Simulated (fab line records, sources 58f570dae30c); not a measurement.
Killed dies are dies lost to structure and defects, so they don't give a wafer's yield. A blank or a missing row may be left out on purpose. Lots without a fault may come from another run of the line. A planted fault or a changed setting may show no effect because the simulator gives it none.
Problem report in the 8D (eight disciplines) form, filled by code | flow berkeley_cmos170 | the parts of the form that need people (team, actions taken, sign-off) are left out
Where a reading is given only as a bound, like >300, the bound stands for it, and a mean or a difference that rests on one is marked > or <: the true number lies beyond.

1. THE PROBLEM
M1_AL_THK at UCB170_M1_THK_MEAS_02 reads a mean of <0 nm on 6 wafers of 2 lots; wafers without a fault read 597 nm with a standard deviation of 6.9. That is <-87 standard deviations from the usual mean.
The step: measures by xrf.
First seen on wafer L101.2, day 9 03:56, on film_metro-03. The record holds 42 wafers of 14 lots with a number at this step. Rule for "out", or "out of limits": more than 4 standard deviations from the usual mean. The other wafers with a number count as sound.

2. WHAT IT IS AND WHAT IT IS NOT
question                    | is                     | is not
which readings at this step | M1_AL_THK              | -
which lots                  | L101, L103             | L102, L105, L111, L112, L113, L114, L116, L117, L118, L120, L998, L999
which wafers of those lots  | all that have a number | -
read on which gauges        | film_metro-03          | film_metro-02, film_metro-04
when                        | from day 9 03:56       | up to then (9 sound wafers); but 27 sound wafers of L105, L111, L112, L113, L114, L116, L117, L118, L120 came after

3. SUSPECTS, AND WHAT RULES EACH OUT
Counting: a tool at a process step up to the reading stays a suspect if it ran every lot that is out and no sound lot after the first of them.
- the gauge at UCB170_M1_THK_MEAS_02: ruled out. All the wafers that are out were read on film_metro-03, but those of them that UCB170_M3_PROBE_99 has rows for are out there too, on other tools.
- pvd_sputter-02 at UCB170_M1_SPUTTER_00 (material Al, target thk 600 nm, time 80 s): ruled out as a lasting fault. Sound lots L111, L105, L113, L120 ran on it after its first lot that is out, L101 (day 9 03:44).
Left after counting: nothing in the record.

4. THE CAUSE (what the simulator had put in)
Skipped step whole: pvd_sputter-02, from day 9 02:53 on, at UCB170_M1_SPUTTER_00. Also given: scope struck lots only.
Counting ruled it out, wrongly: the rule takes a fault to strike every lot that its tool runs from its start on, and this one did not.

5. THE CHAIN OF EFFECTS, in route order
Each row: a reading whose mean over the struck wafers that have a number lies more than 3 standard deviations from the usual. Only readings for which the record gives a usual standard deviation are gone through. hours: the time from each lot's start at the first step in this table that gives one to its start at this step, as a median over the lots. sigmas: the change in usual standard deviations.
hours | step                  | reading              | usual  | on struck wafers | change | sigmas
0     | UCB170_M1_THK_MEAS_02 | M1_AL_THK            | 597 nm | <0               | <-597  | <-87
15    | UCB170_M3_PROBE_99    | defect_limited_yield | 98.8 % | 0.0              | -98.8  | -99 or more
15    | UCB170_M3_PROBE_99    | killed_at_M0_to_M3   | 0.9    | 263.7            | +262.8 | +99 or more
15    | UCB170_M3_PROBE_99    | killed_dies          | 3.0    | 264.0            | +261.0 | +99 or more
15    | UCB170_M3_PROBE_99    | killed_on_rim        | 0.9    | 70.0             | +69.1  | +69
15    | UCB170_M3_PROBE_99    | sort_bin_3_pad_short | 0.1 %  | 23.9             | +23.8  | +99 or more
15    | UCB170_M3_PROBE_99    | sort_bin_5_function  | 0.6 %  | 73.1             | +72.5  | +99 or more
15    | UCB170_M3_PROBE_99    | sort_bin_6_memory    | 0.4 %  | 3.0              | +2.6   | +6.3
15    | UCB170_M3_PROBE_99    | sort_n_pass          | 261.0  | 0.0              | -261.0 | -99 or more
15    | UCB170_M3_PROBE_99    | sort_yield_pct       | 98.8 % | 0.0              | -98.8  | -99 or more
The process steps in it:
- UCB170_M3_PROBE_99
Readings that are blank on the struck wafers while sound wafers have them: cathode_dc_power_W at UCB170_M1_SPUTTER_00; chamber_pressure_pa at UCB170_M1_SPUTTER_00; throttle_valve_pct at UCB170_M1_SPUTTER_00; M1_AL_RS at UCB170_M1_RS_MEAS_01.

6. WHAT WOULD HAVE CAUGHT IT SOONER
In this record the first reading out of limits at a measuring or inspecting step was taken at day 9 03:56, 1 hour after the fault began at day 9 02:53.
Between UCB170_M1_SPUTTER_00 and UCB170_M1_THK_MEAS_02, UCB170_M1_RS_MEAS_01 gave no M1_AL_RS on the struck wafers, where sound wafers have one: a measuring or inspecting step that comes back empty is itself a sign.
At UCB170_M1_SPUTTER_00 the tool's readings are blank on the struck wafers, where sound wafers have them: an empty tool record is the first sign, and it was there at once.
